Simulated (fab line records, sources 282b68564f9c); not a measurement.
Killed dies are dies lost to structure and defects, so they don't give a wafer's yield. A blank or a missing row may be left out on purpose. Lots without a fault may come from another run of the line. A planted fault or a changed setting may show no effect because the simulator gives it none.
Split-lot experiment | flow rit_cmos | 5 lots, 23 wafers read, on a route of 202 steps

THE SPLIT
At RIT_ACTIVE_DEVELOP_10 (develop time 50 s), the setting develop_time_s was moved away from the recipe's 50 s on 7 of the 23 wafers read, by -13.5% to +6.8%. The other wafers ran this setting at the recipe's value.

FROM THE SPLIT TO THE READING: what the file shows between them, 3 steps
- RIT_ACTIVE_CD_MEAS_11: target cd 1400 nm
- RIT_ACTIVE_ETCH_13: etches Si3N4 in SF6, stops on SiO2, time 210 s, target depth 210 nm (also split here: time_s)
- RIT_ACTIVE_STRIP_14: strips in O2, time 180 s

THE READING
cd_nm, in nm, at RIT_ACTIVE_CD_MEAS_90 (target cd 1400 nm). Fault-free wafers of this fab line usually give 1401 nm, standard deviation 3.3 nm.

wafer  | tool, chamber at the split | develop_time_s as run, s | against the recipe | cd_nm, nm | against lot-mates on the recipe
L074.1 | litho_track-04, 0          | 50                       | recipe             | 1397      | -
L074.2 | litho_track-04, 0          | 50                       | recipe             | 1395      | -
L074.4 | litho_track-04, 0          | 53.41                    | +6.8%              | 1392      | -4
L074.5 | litho_track-04, 0          | 53.41                    | +6.8%              | 1390      | -6
L074.6 | litho_track-04, 0          | 53.41                    | +6.8%              | 1390      | -6
L077.1 | litho_track-02, 0          | 43.24                    | -13.5%             | 1418      | +13
L077.2 | litho_track-02, 0          | 43.24                    | -13.5%             | 1417      | +12
L077.3 | litho_track-02, 0          | 50                       | recipe             | 1405      | -
L077.4 | litho_track-02, 0          | 50                       | recipe             | 1404      | -
L077.5 | litho_track-02, 0          | 50                       | recipe             | 1405      | -
L081.1 | litho_track-03, 0          | 50                       | recipe             | 1398      | -
L081.3 | litho_track-03, 0          | 50                       | recipe             | 1400      | -
L081.4 | litho_track-03, 0          | 50                       | recipe             | 1398      | -
L081.5 | litho_track-03, 0          | 50                       | recipe             | 1396      | -
L081.6 | litho_track-03, 0          | 50                       | recipe             | 1399      | -
L082.2 | litho_track-02, 0          | 50                       | recipe             | 1402      | -
L082.3 | litho_track-02, 0          | 50                       | recipe             | 1401      | -
L082.4 | litho_track-02, 0          | 43.7                     | -12.6%             | 1417      | +16
L082.5 | litho_track-02, 0          | 43.7                     | -12.6%             | 1415      | +14
L082.6 | litho_track-02, 0          | 50                       | recipe             | 1400      | -
L085.3 | litho_track-04, 0          | 50                       | recipe             | 1398      | -
L085.4 | litho_track-04, 0          | 50                       | recipe             | 1400      | -
L085.5 | litho_track-04, 0          | 50                       | recipe             | 1402      | -

THE FIT
A straight line over all 23 wafers: cd_nm changes by -1.3 nm for each +1% of develop_time_s; r = -0.95; the points scatter about the line by 2.6 nm.
The same after taking each lot's own level away (the mean of its wafers on the recipe; 23 wafers): -1 nm for each +1%; r = -0.97; scatter 1.4 nm.
On that fit, the largest move of develop_time_s shifts the reading by 14 nm.
The lots' own levels span 1396.0 to 1404.7 nm, that is 2.6 times the standard deviation above.
So the lot-to-lot level changes the slope: the two fits differ.
Check: with one of the wafers moved furthest among these (-13.5%) left out of the fit, the line predicts +14 nm for it against its lot-mates. It came out at +13.3 nm against them.

OTHER SPLITS ON THESE WAFERS
These wafers also went through other splits before the reading. Each is held against what the fit with the lots' levels taken away leaves over:
other split on the same wafers | wafers away from the commonest value | r with cd_nm (lot level and that fit taken away)
RIT_ACTIVE_CVD_03 temp_c       | 5                                    | -0.24
RIT_ACTIVE_ETCH_13 time_s      | 6                                    | -0.20

THE WHOLE CHAIN: every reading that the file lists as answering this split, in the file's order
step                  | what it does                                                        | reading                                                       | change (the file's fit)              | r (the file's)
RIT_ACTIVE_CD_MEAS_11 | target cd 1400 nm                                                   | cd_nm                                                         | -1.02 nm for each +1% of the setting | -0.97
RIT_ACTIVE_ETCH_13    | etches Si3N4 in SF6, stops on SiO2, time 210 s, target depth 210 nm | ACTIVE.cd_nm (the simulator's own value, which no gauge read) | -1.02 nm for each +1% of the setting | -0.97
RIT_ACTIVE_CD_MEAS_90 | target cd 1400 nm                                                   | cd_nm                                                         | -1.02 nm for each +1% of the setting | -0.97

THE FILE'S OWN FIT
cd_nm changes by -1.02 nm for each +1% of develop_time_s, r = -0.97.
